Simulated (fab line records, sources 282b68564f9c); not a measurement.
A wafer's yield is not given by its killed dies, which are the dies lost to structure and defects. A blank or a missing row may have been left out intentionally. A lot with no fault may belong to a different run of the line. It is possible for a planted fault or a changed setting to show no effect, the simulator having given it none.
The same fault as seen by 2 desks :: flow rit-cmos :: what lay behind the numbers comes last; until then each desk has only its own

## THE METROLOGY DESK
Lot by lot, what the gauges showed, no matter which tool ran the lot: averages of those sampled wafers that carry a number. The brackets show how far a lot's mean lies from the usual mean; more than 4 standard deviations puts the lot out of limits, marked OUT.
Columns: A = PSD_TW at RIT_PSD_TW_MEAS_10, usual 3406; B = PSD_RS at RIT_SDANNEAL_RS_MEAS_04, usual 115.9 ohm/sq; C = NSD_RS at RIT_SDANNEAL_RS_MEAS_05, usual 84.7 ohm/sq; D = PLDD_RS at RIT_SDANNEAL_RS_MEAS_06, usual 178.7 ohm/sq; E = NLDD_RS at RIT_SDANNEAL_RS_MEAS_07, usual 152.1 ohm/sq; F = SILICIDE_TI_RS at RIT_SILICIDE_RS_MEAS_02, usual 47.6 ohm/sq; G = SILICIDE_TI_THK at RIT_SILICIDE_THK_MEAS_03, usual 30.2 nm
lot: L823
first seen here: day 3 06:20
A: 3395
B: 115.7
C: 84.6
D: 177.9
E: 150.9
F: 47.5
G: 30.3

lot: L833
first seen here: day 5 08:34
A: 3367
B: 116.5
C: 84.9
D: 179.8
E: 152.7
F: 51.1 (+5.3) OUT
G: 28.6 (-4.7) OUT

lot: L838
first seen here: day 6 08:22
A: 3417
B: 116.1
C: 84.4
D: 178.7
E: 152.4
F: 46.8
G: 30.8

lot: L840
first seen here: day 6 16:19
A: 3438
B: 115.7
C: 83.7
D: 178.3
E: 152.8
F: 47.4
G: 30.5

lot: L841
first seen here: day 7 01:12
A: 3427
B: 115.8
C: 84.9
D: 178.6
E: 152.8
F: 47.7
G: 30.2
This desk finds L833 out of limits, with the earliest case on L833 at day 5 09:41 (SILICIDE_TI_RS at RIT_SILICIDE_RS_MEAS_02). In limits: L823, L838, L840, L841.

## AT THE TOOL OWNER'S DESK: pvd-sputter-03
The tool's own readings at RIT_SILICIDE_SPUTTER_01 (material Ti, target thk 30 nm, time 240 s): means of the sampled wafers that have a number, for each lot that ran on this tool. The brackets show how far a lot's mean lies from the usual mean; more than 4 standard deviations puts the lot out of limits, marked OUT.
Columns: A = throttle-valve-pct at RIT_SILICIDE_SPUTTER_01, usual 29.8 %
lot: L823
first seen here: day 3 07:19
A: 29.9

lot: L833
first seen here: day 5 09:32
A: 29.8
This desk's finding: nothing out of limits on any of the 2 lots.

## TAKEN TOGETHER
At day 5 09:41 the metrology desk could have sounded an alarm, on L833.
The desk of the tool owner found nothing out of limits.
The tool owner's desk has L833 on record, within its limits.
Of the lots named, all ran RIT_SILICIDE_SPUTTER_01 on pvd-sputter-03.

## WHAT THE SIMULATOR PUT IN
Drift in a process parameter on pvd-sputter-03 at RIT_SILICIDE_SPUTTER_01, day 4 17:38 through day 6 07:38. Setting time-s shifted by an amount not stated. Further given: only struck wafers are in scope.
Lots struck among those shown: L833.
Hours from the fault's start to each desk's first reading out of limits: the metrology desk, 16.
